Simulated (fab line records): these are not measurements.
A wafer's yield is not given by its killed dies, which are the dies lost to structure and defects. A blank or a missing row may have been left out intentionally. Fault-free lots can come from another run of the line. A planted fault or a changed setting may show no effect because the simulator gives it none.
A lot that was struck, set against a sound lot :: flow berkeleyCmos170 :: 14 steps out of a route of 331
Sound: these wafers, L720.1, L720.4, L720.5. Struck: wafers L714.3, L714.4, L714.5. The cause comes at the end.
For every step that has rows: the tool of each side, followed by ch and its chambers, followed by its first start. Under that, the readings that differ: sound wafers :: struck wafers :: difference of the means :: sigmas: that difference in standard deviations of wafers without a fault.
alike: words and numbers the same on both sides, and readings whose means are apart by under 2 such deviations; not compared: readings that were withheld, readings missing a value for some wafer, numbers with overlapping values and no deviation given by the record, and bounds like >300 which may hide the same value.
Wherever a step has rows on one side only, a row that says differs or no value, or a row with sigmas, the two part there. Numbers that don't overlap but have no deviation are shown without sigmas and don't part them. A reading that every wafer of one side lacks parts them only if that side has two wafers or more.

UCB170_M3_RS_MEAS_02: measurement is done with a four-point probe.
  sound on filmMetro-03, day 12 00:22; struck on filmMetro-03, day 11 08:38
  alike: M3_AL_RS
UCB170_M3_THK_MEAS_03: measures by xrf.
  sound on filmMetro-03, day 12 00:29; struck on filmMetro-03, day 11 08:44
  alike: M3_AL_THK
then, 3 steps without rows for these wafers: UCB170_M3_HMDS_04 (prime time 60 s); UCB170_M3_COAT_05 (resist thk 900 nm); UCB170_M3_SOFTBAKE_06 (time 60 s).
UCB170_M3_STRIP_07: strips in O2.
  sound on plasmaAsher-04 ch 0,1, day 12 01:01; struck on plasmaAsher-03 ch 0,1, day 11 09:15
  alike: drypumpMotorCurrentA, oesProductAu, stripTimeToEndpointS
  not compared: rfHoursCounterH
then, 6 steps without rows for these wafers: UCB170_M3_STRIP_08 (strips KrF in DMSO, time 600 s); UCB170_M3_COAT_09; UCB170_M3_COAT_10 (resist thk 900 nm); UCB170_M3_SOFTBAKE_11 (time 60 s); UCB170_M3_EXPOSE_12 (exposes mask METAL3, target cd 700 nm); UCB170_M3_PEB_13.
UCB170_M3_DEVELOP_14: develop time 45 s.
  struck on lithoTrack-02, day 11 10:00; sound on lithoTrack-03 ch 0, day 12 02:00
  no value came back on the struck wafers for chillPlateTempC (C), developTimeS (s), developerTempC (C); on the sound wafers chillPlateTempC (C) reads 22.96 23.07 23.02
reading: model.KrF_of_M3_COAT_10.thkNm (nm)
sound: 882.2 883.7 886.7
struck: 903.7 901.9 901.9
difference: +18.3
sigmas: 
UCB170_M3_CD_MEAS_15: target cd 700 nm.
  sound on cdSem-02, day 12 02:29; struck on cdSem-01, day 11 10:40
reading: cdNm (nm)
sound: 697.8 699.6 697.5
struck: - - -
difference: no value on the struck wafers
sigmas: 

== WHERE THEY PART ==
At UCB170_M3_DEVELOP_14 first; at UCB170_M3_CD_MEAS_15 last (within this record only).

WHY: the cause the simulator had injected
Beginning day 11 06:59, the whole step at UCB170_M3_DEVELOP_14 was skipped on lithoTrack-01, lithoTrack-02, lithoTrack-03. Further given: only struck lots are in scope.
